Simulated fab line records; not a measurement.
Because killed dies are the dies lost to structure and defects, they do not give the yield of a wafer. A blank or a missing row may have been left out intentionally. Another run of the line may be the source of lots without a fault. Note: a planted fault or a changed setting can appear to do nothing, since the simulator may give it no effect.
Split-lot experiment + flow berkeleyCmos170 + 23 wafers read from 5 lots, route of 331 steps

ABOUT THE SPLIT
At UCB170_NWELL_OXIDATION_01 (target thk 26.4 nm, ox time 1260 s), the setting tempC was moved away from the recipe's 1000 C on 15 of the 23 wafers read, by -1.1% to -0.7%. The other wafers ran this setting at the recipe's value.

Reading taken at the split's own step.

THE READING
SiO2_of_NWELL_OXIDATION_01.thkNm (the simulator's own value, which no gauge read), in nm, at UCB170_NWELL_OXIDATION_01 (target thk 26.4 nm, ox time 1260 s). The file does not state a usual value for it. Here, 8 wafers ran the recipe; their average is 26.75 nm with a standard deviation of 0.27 nm.

| wafer  | tool, chamber at the split | tempC as run, C | against the recipe | SiO2_of_NWELL_OXIDATION_01.thkNm, nm | against lot-mates on the recipe |
|--------|----------------------------|-----------------|--------------------|--------------------------------------|---------------------------------|
| L075.1 | furnace-01, 0              | 1000            | recipe             | 26.49                                | -                               |
| L075.2 | furnace-01, 0              | 1000            | recipe             | 27.22                                | -                               |
| L075.6 | furnace-01, 0              | 1000            | recipe             | 26.72                                | -                               |
| L076.2 | -, -                       | 988.8           | -1.1%              | 24.6                                 | no lot-mate on the recipe       |
| L076.3 | -, -                       | 988.8           | -1.1%              | 23.69                                | no lot-mate on the recipe       |
| L076.4 | -, -                       | 988.8           | -1.1%              | 24.45                                | no lot-mate on the recipe       |
| L076.5 | -, -                       | 988.8           | -1.1%              | 24.26                                | no lot-mate on the recipe       |
| L076.6 | -, -                       | 988.8           | -1.1%              | 24.16                                | no lot-mate on the recipe       |
| L080.2 | -, -                       | 1000            | recipe             | 27.12                                | -                               |
| L080.3 | -, -                       | 1000            | recipe             | 26.74                                | -                               |
| L080.4 | -, -                       | 1000            | recipe             | 26.57                                | -                               |
| L080.5 | -, -                       | 1000            | recipe             | 26.42                                | -                               |
| L080.6 | -, -                       | 1000            | recipe             | 26.7                                 | -                               |
| L082.1 | -, -                       | 992.5           | -0.7%              | 24.48                                | no lot-mate on the recipe       |
| L082.2 | -, -                       | 992.5           | -0.7%              | 24.29                                | no lot-mate on the recipe       |
| L082.3 | -, -                       | 992.5           | -0.7%              | 23.94                                | no lot-mate on the recipe       |
| L082.5 | -, -                       | 992.5           | -0.7%              | 24                                   | no lot-mate on the recipe       |
| L082.6 | -, -                       | 992.5           | -0.7%              | 23.77                                | no lot-mate on the recipe       |
| L083.1 | -, -                       | 992.2           | -0.8%              | 24.2                                 | no lot-mate on the recipe       |
| L083.2 | -, -                       | 992.2           | -0.8%              | 24.09                                | no lot-mate on the recipe       |
| L083.4 | -, -                       | 992.2           | -0.8%              | 23.49                                | no lot-mate on the recipe       |
| L083.5 | -, -                       | 992.2           | -0.8%              | 24.1                                 | no lot-mate on the recipe       |
| L083.6 | -, -                       | 992.2           | -0.8%              | 23.83                                | no lot-mate on the recipe       |

FIT RESULTS
A straight line over all 23 wafers: SiO2_of_NWELL_OXIDATION_01.thkNm changes by +2.67 nm for each +1% of tempC; r = +0.91; the points scatter about the line by 0.56 nm.
Too few moved wafers with a lot-mate on the recipe to fit a line net of each lot's own level.

FILE'S OWN FIT
SiO2_of_NWELL_OXIDATION_01.thkNm changes by +2.67 nm for each +1% of tempC, r = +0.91.
